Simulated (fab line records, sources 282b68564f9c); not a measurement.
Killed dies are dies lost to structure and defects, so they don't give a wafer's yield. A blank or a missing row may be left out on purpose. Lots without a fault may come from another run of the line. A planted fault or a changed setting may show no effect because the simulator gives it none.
Which tool did it? | flow rit_cmos | 13 lots, 39 wafers sampled, at 6 steps of a route of 202

WHAT THE GAUGES READ, wafer by wafer
RIT_PRETRO_OVL_MEAS_06. Usual: PRETRO_OVL 0.8 nm, standard deviation 1.3.
lot  | measured    | on         | PRETRO_OVL (nm) | flag
L552 | day 2 08:27 | overlay-02 | -0.5 0.6 -0.7   |
L553 | day 2 13:07 | overlay-01 | 1.4 2.0 2.2     |
L554 | day 2 17:34 | overlay-01 | 1.0 0.0 1.9     |
L555 | day 2 22:05 | overlay-02 | 0.8 -0.6 3.0    |
L556 | day 3 03:57 | overlay-01 | 1.6 3.5 0.6     |
L557 | day 3 08:49 | overlay-02 | 0.6 0.6 0.8     |
L558 | day 3 12:56 | overlay-02 | -0.5 -0.6 -0.5  |
L560 | day 3 22:35 | overlay-02 | -1.6 1.5 -0.6   |
L561 | day 4 05:31 | overlay-02 | 2.3 1.4 2.0     |
L562 | day 4 08:45 | overlay-02 | 0.3 -0.8 -0.2   |
L570 | day 6 00:26 | overlay-02 | 0.4 -1.2 -0.4   |
L574 | day 6 21:13 | overlay-02 | 0.3 -0.1 0.2    |
L575 | day 7 01:41 | overlay-01 | 0.9 4.7 2.2     |

RIT_GATE_THK_MEAS_09. Usual: GATE_POLY_THK 250.9 nm, standard deviation 2.1.
lot  | measured    | on            | GATE_POLY_THK (nm) | flag
L552 | day 2 12:44 | film_metro-01 | 252.1 251.7 251.4  |
L553 | day 2 17:43 | film_metro-02 | 252.1 249.6 250.1  |
L554 | day 2 21:49 | film_metro-01 | 250.1 248.3 249.5  |
L555 | day 3 02:17 | film_metro-03 | 248.9 247.6 247.4  |
L556 | day 3 08:28 | film_metro-01 | 252.2 251.0 253.2  |
L557 | day 3 13:20 | film_metro-02 | 252.9 253.4 251.1  |
L558 | day 3 17:56 | film_metro-03 | 253.1 252.4 253.5  |
L560 | day 4 04:34 | film_metro-03 | 252.7 254.1 254.0  |
L561 | day 4 09:40 | film_metro-03 | 80.0 79.4 81.6     | OFF
L562 | day 4 12:59 | film_metro-02 | 79.3 81.2 82.0     | OFF
L570 | day 6 05:04 | film_metro-02 | 254.3 253.1 253.2  |
L574 | day 7 01:23 | film_metro-02 | 254.4 253.7 250.2  |
L575 | day 7 06:09 | film_metro-02 | 248.9 251.5 251.7  |

RIT_PLDD_OVL_MEAS_06. Usual: PLDD_OVL 0.0 nm, standard deviation 1.3.
lot  | measured    | on         | PLDD_OVL (nm)  | flag
L552 | day 2 20:19 | overlay-02 | -0.8 -1.1 -1.0 |
L553 | day 3 00:45 | overlay-02 | 1.4 0.9 1.9    |
L554 | day 3 05:02 | overlay-02 | 0.0 -2.1 -1.7  |
L555 | day 3 09:25 | overlay-01 | -1.3 1.2 -0.2  |
L556 | day 3 15:57 | overlay-02 | 0.7 -2.1 -0.5  |
L557 | day 3 20:26 | overlay-01 | 0.8 -2.1 0.7   |
L558 | day 4 01:02 | overlay-01 | 0.9 -1.1 -0.6  |
L560 | day 4 11:41 | overlay-02 | -0.3 -1.3 -1.4 |
L561 | day 4 16:44 | overlay-01 | -0.2 0.1 0.7   |
L562 | day 4 22:16 | overlay-02 | -1.9 -1.8 -2.7 |
L570 | day 6 12:22 | overlay-01 | 0.5 -0.2 -0.3  |
L574 | day 7 08:30 | overlay-01 | -0.5 -3.0 0.3  |
L575 | day 7 14:04 | overlay-01 | 0.2 -0.9 -0.2  |

WHICH TOOL RAN EACH LOT (tool, then ch and the chambers of the sampled wafers, then the start)
lot  | RIT_PRETRO_STRIP_09                 | RIT_GATE_CVD_08            | RIT_GATE_ETCH_19
L552 | plasma_asher-02 ch 0,1, day 2 09:00 | lpcvd-01 ch 1, day 2 11:08 | rie_si-01 ch 0,1,3, day 2 14:05
L553 | plasma_asher-01 ch 0,1, day 2 13:32 | lpcvd-01 ch 1, day 2 16:05 | rie_si-02 ch 1,3, day 2 18:56
L554 | plasma_asher-01 ch 0,1, day 2 18:01 | lpcvd-02 ch 1, day 2 20:12 | rie_si-01 ch 0,2, day 2 23:14
L555 | plasma_asher-01 ch 0,1, day 2 22:31 | lpcvd-01 ch 1, day 3 00:40 | rie_si-02 ch 0,2,3, day 3 03:29
L556 | plasma_asher-02 ch 0,1, day 3 04:23 | lpcvd-01 ch 0, day 3 06:51 | rie_si-01 ch 0,1,3, day 3 10:01
L557 | plasma_asher-02 ch 0,1, day 3 09:35 | lpcvd-02 ch 1, day 3 11:43 | rie_si-02 ch 0,2,3, day 3 14:33
L558 | plasma_asher-04 ch 0,1, day 3 13:22 | lpcvd-02 ch 0, day 3 16:19 | rie_si-01 ch 0,2, day 3 19:12
L560 | plasma_asher-02 ch 0,1, day 3 23:01 | lpcvd-01 ch 1, day 4 02:56 | rie_si-01 ch 0,3, day 4 05:49
L561 | plasma_asher-04 ch 0,1, day 4 05:56 | lpcvd-02 ch 1, day 4 08:03 | rie_si-02 ch 0,2, day 4 11:03
L562 | plasma_asher-01 ch 0,1, day 4 09:11 | lpcvd-02 ch 1, day 4 11:22 | rie_si-01 ch 0,1,3, day 4 15:59
L570 | plasma_asher-01 ch 0,1, day 6 00:52 | lpcvd-01 ch 1, day 6 03:26 | rie_si-01 ch 0,1,2, day 6 06:24
L574 | plasma_asher-04 ch 1, day 6 21:39   | lpcvd-01 ch 0, day 6 23:46 | rie_si-01 ch 1,3, day 7 02:36
L575 | plasma_asher-04 ch 0,1, day 7 02:07 | lpcvd-01 ch 1, day 7 04:32 | rie_si-02 ch 1,2,3, day 7 07:29
- RIT_PRETRO_STRIP_09: strips in O2, time 180 s.
- RIT_GATE_CVD_08: deposits poly-Si from SiH4, target thk 250 nm, time 2220 s.
- RIT_GATE_ETCH_19: etches poly-Si in SF6/CHF3/O2, stops on SiO2, time 165 s, target depth 312.5 nm.

WHAT THE TOOLS THEMSELVES READ (means of the sampled wafers that have a number; where no wafer has one, the mark that the record gives instead)
RIT_PRETRO_STRIP_09. Usual: drypump_motor_current_A 5.6 A, standard deviation 0.35.
lot  | tool            | drypump_motor_current_A (A) | flag
L552 | plasma_asher-02 | 5.7                         |
L553 | plasma_asher-01 | 5.7                         |
L554 | plasma_asher-01 | 5.7                         |
L555 | plasma_asher-01 | 6.0                         |
L556 | plasma_asher-02 | 5.7                         |
L557 | plasma_asher-02 | 5.9                         |
L558 | plasma_asher-04 | 5.4                         |
L560 | plasma_asher-02 | 5.7                         |
L561 | plasma_asher-04 | 5.4                         |
L562 | plasma_asher-01 | 5.8                         |
L570 | plasma_asher-01 | 5.7                         |
L574 | plasma_asher-04 | 5.3                         |
L575 | plasma_asher-04 | 5.3                         |

RIT_GATE_CVD_08. Usual: sih4_flow_sccm 100.0 sccm, standard deviation 0.3; spike_tc_centre_C 612.0 C, standard deviation 1.1; spike_tc_load_C 630 C, standard deviation 3.6; spike_tc_source_C 631.4 C, standard deviation 2.1; susceptor_temp_C 610.04 C, standard deviation 0.29; zone_power_load_pct 11.6 %, standard deviation 0.6.
lot  | tool     | sih4_flow_sccm (sccm) | spike_tc_centre_C (C) | spike_tc_load_C (C) | spike_tc_source_C (C) | susceptor_temp_C (C) | zone_power_load_pct (%) | flag
L552 | lpcvd-01 | 100.1                 | 611.2                 | 632                 | 630.9                 | 609.82               | 12.4                    |
L553 | lpcvd-01 | 99.9                  | 612.1                 | 632                 | 631.4                 | 610.40               | 12.3                    |
L554 | lpcvd-02 | 100.3                 | 612.9                 | 633                 | 630.7                 | 610.04               | 11.4                    |
L555 | lpcvd-01 | 100.3                 | 612.9                 | 632                 | 631.0                 | 610.08               | 12.3                    |
L556 | lpcvd-01 | 99.8                  | 611.3                 | 622                 | 631.0                 | 609.69               | 10.5                    |
L557 | lpcvd-02 | 100.3                 | 612.0                 | 633                 | 629.4                 | 610.03               | 11.6                    |
L558 | lpcvd-02 | 99.9                  | 610.9                 | 629                 | 635.6                 | 609.60               | 11.3                    |
L560 | lpcvd-01 | 99.9                  | 613.2                 | 632                 | 630.8                 | 610.23               | 12.3                    |
L561 | lpcvd-02 | 99.9                  | 566.1                 | 586                 | 584.1                 | 564.55               | 10.0                    | OFF
L562 | lpcvd-02 | 100.3                 | 566.7                 | 587                 | 584.8                 | 564.52               | 9.9                     | OFF
L570 | lpcvd-01 | 99.7                  | 611.9                 | 632                 | 631.0                 | 610.24               | 12.4                    |
L574 | lpcvd-01 | 100.0                 | 612.0                 | 621                 | 631.8                 | 610.07               | 10.6                    |
L575 | lpcvd-01 | 99.9                  | 612.0                 | 632                 | 630.1                 | 610.18               | 12.4                    |

RIT_GATE_ETCH_19. Usual: drypump_motor_current_A 5.6 A, standard deviation 0.55; oes_product_au 0.852 a.u., standard deviation 0.0098; throttle_valve_pct 10.22 %, standard deviation 0.16.
lot  | tool      | drypump_motor_current_A (A) | oes_product_au (a.u.) | throttle_valve_pct (%) | flag
L552 | rie_si-01 | 6.0                         | 0.856                 | 10.31                  |
L553 | rie_si-02 | 5.0                         | 0.852                 | 10.16                  |
L554 | rie_si-01 | 5.8                         | 0.853                 | 10.24                  |
L555 | rie_si-02 | 5.3                         | 0.849                 | 10.15                  |
L556 | rie_si-01 | 6.1                         | 0.854                 | 10.31                  |
L557 | rie_si-02 | 5.3                         | 0.856                 | 10.14                  |
L558 | rie_si-01 | 5.8                         | 0.860                 | 10.24                  |
L560 | rie_si-01 | 6.2                         | 0.864                 | 10.14                  |
L561 | rie_si-02 | 5.5                         | 0.453                 | 10.15                  | OFF
L562 | rie_si-01 | 6.1                         | 0.445                 | 10.32                  | OFF
L570 | rie_si-01 | 5.8                         | 0.854                 | 10.33                  |
L574 | rie_si-01 | 6.2                         | 0.855                 | 10.22                  |
L575 | rie_si-02 | 4.9                         | 0.846                 | 10.19                  |

THE ANSWER, worked out from the rows above alone
Rule: a lot is off if the mean of its wafers that have a number lies more than 3 standard deviations from the usual mean. A lot without any number at a reading at which 4 lots or more have one is off too. The other lots that the step has rows for count as sound. The gauges are gone through in route order, then the tools' own readings, and for those a lot's mean is taken as printed above. The first step at which some lot is off is used, and at that step the reading that is off furthest; a lot without a number counts as furthest.
Off: L561, L562, at RIT_GATE_THK_MEAS_09 (GATE_POLY_THK).
A tool fits if, at a process step before that reading, it ran every lot that is off, and no sound lot after the first of them. The gauges at RIT_GATE_THK_MEAS_09 aren't tried: what is off there is off at RIT_GATE_CVD_08 too, on other tools, and a gauge's error can't cause that. One fits: lpcvd-02 at RIT_GATE_CVD_08. Its last sound lot is L558 (day 3 16:19), its first lot that is off L561 (day 4 08:03): a fault that began between those two fits.
The tool's own readings at RIT_GATE_CVD_08 bear it out: on the lots that are off they differ by more than 5 times the standard deviation of the sound lots' means. spike_tc_centre_C reads 566.4 C there against 612.0 C on the sound lots; spike_tc_load_C reads 586 C there against 630 C on the sound lots; spike_tc_source_C reads 584.5 C there against 631.2 C on the sound lots; susceptor_temp_C reads 564.53 C there against 610.03 C on the sound lots.

WHAT THE SIMULATOR HAD PUT IN
Process parameter drift: lpcvd-02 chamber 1, from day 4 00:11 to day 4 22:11, at RIT_GATE_CVD_08. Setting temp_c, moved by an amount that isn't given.
Lots struck among those shown: L561, L562. The rule above found the same.
